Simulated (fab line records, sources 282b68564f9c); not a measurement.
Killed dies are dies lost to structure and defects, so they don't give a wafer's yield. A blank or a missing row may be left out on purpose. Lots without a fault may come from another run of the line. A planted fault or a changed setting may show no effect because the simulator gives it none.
One fault seen from 2 desks | flow rit_cmos | each desk has only its own numbers; what lay behind them comes last

THE TOOL OWNER'S DESK: implanter-01
The tool's own readings at RIT_PSD_IMPLANT_08: means of the sampled wafers that have a number, for each lot that ran on this tool. A lot is out of limits, marked OUT, if its mean lies more than 4 standard deviations from the usual mean; the brackets give that distance.
Columns: A = beam_energy_keV at RIT_PSD_IMPLANT_08, usual 27.001; B = tilt_deg at RIT_PSD_IMPLANT_08, usual 7.003 degrees
lot  | first seen here | A                        | B
L128 | day 3 06:13     | 27.003                   | 7.016
L135 | day 4 19:12     | 27.002                   | 7.007
L138 | day 5 09:40     | 27.002                   | 6.979
L143 | day 6 08:11     | 30.514 (+99 or more) OUT | 7.000
L144 | day 6 14:42     | 30.520 (+99 or more) OUT | 6.990
L145 | day 6 19:29     | 30.515 (+99 or more) OUT | 7.021
L146 | day 7 01:10     | 30.510 (+99 or more) OUT | 7.000
This desk's finding: out of limits on L143, L144, L145, L146; first on L143, day 6 08:11 (beam_energy_keV at RIT_PSD_IMPLANT_08). In limits: L128, L135, L138.

THE METROLOGY DESK
What the gauges read, lot by lot, whatever tool the lot ran on: means of the sampled wafers that have a number. A lot is out of limits, marked OUT, if its mean lies more than 4 standard deviations from the usual mean; the brackets give that distance.
Columns: A = PSD_TW at RIT_PSD_TW_MEAS_10, usual 3427; B = PSD_RS at RIT_SDANNEAL_RS_MEAS_04, usual 115.9 ohm/sq; C = SILICIDE_TI_RS at RIT_SILICIDE_RS_MEAS_02, usual 48.1 ohm/sq; D = CONTACT_OVL at RIT_CONTACT_OVL_MEAS_09, usual 0.2 nm; E = M1_AL_RS at RIT_M1_RS_MEAS_01, usual 0.0734 ohm/sq
lot  | first seen here | A               | B               | C    | D    | E
L127 | day 3 02:03     | 3409            | 115.2           | 47.9 | 0.9  | 0.0734
L128 | day 3 06:32     | 3417            | 116.0           | 48.8 | -0.2 | 0.0727
L134 | day 4 13:29     | 3413            | 115.5           | 48.5 | -0.1 | 0.0727
L135 | day 4 19:32     | 3437            | 115.8           | 48.9 | 0.9  | 0.0744
L137 | day 5 03:04     | 3456            | 116.0           | 48.6 | 0.6  | 0.0741
L138 | day 5 09:56     | 3439            | 116.1           | 48.3 | -0.1 | 0.0737
L139 | day 5 13:34     | 3434            | 116.0           | 48.6 | 1.2  | 0.0727
L141 | day 5 23:17     | 3421            | 115.9           | 47.2 | -1.0 | 0.0738
L142 | day 6 03:23     | 3444            | 115.3           | 48.1 | 1.0  | 0.0738
L143 | day 6 08:29     | 3536 (+5.4) OUT | 108.4 (-21) OUT | 47.4 | -0.7 | 0.0719
L144 | day 6 15:00     | 3552 (+6.3) OUT | 108.3 (-21) OUT | 47.5 | -1.4 | 0.0727
L145 | day 6 19:47     | 3518 (+4.6) OUT | 108.8 (-20) OUT | 48.2 | 1.0  | 0.0726
L146 | day 7 01:28     | 3515 (+4.4) OUT | 108.1 (-22) OUT | 48.6 | -1.2 | 0.0744
L147 | day 7 07:56     | 3406            | 116.3           | 46.9 | 0.1  | 0.0742
L150 | day 7 22:44     | 3445            | 116.2           | 47.5 | 0.8  | 0.0744
This desk's finding: out of limits on L143, L144, L145, L146; first on L143, day 6 08:29 (PSD_TW at RIT_PSD_TW_MEAS_10). In limits: L127, L128, L134, L135, L137, L138, L139, L141, L142, L147, L150.

PUT TOGETHER
The tool owner's desk could have raised an alarm at day 6 08:11, on L143, L144, L145, L146.
The metrology desk could have raised an alarm at day 6 08:29, on L143, L144, L145, L146.
Of the lots named, all ran RIT_PSD_IMPLANT_08 on implanter-01.

WHAT THE SIMULATOR HAD PUT IN
Process parameter drift: implanter-01, from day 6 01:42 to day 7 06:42, at RIT_PSD_IMPLANT_08. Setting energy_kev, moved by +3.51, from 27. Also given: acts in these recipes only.
Lots struck among those shown: L143, L144, L145, L146.
Hours from the fault's start to each desk's first reading out of limits: the tool owner's desk, 6; the metrology desk, 7.
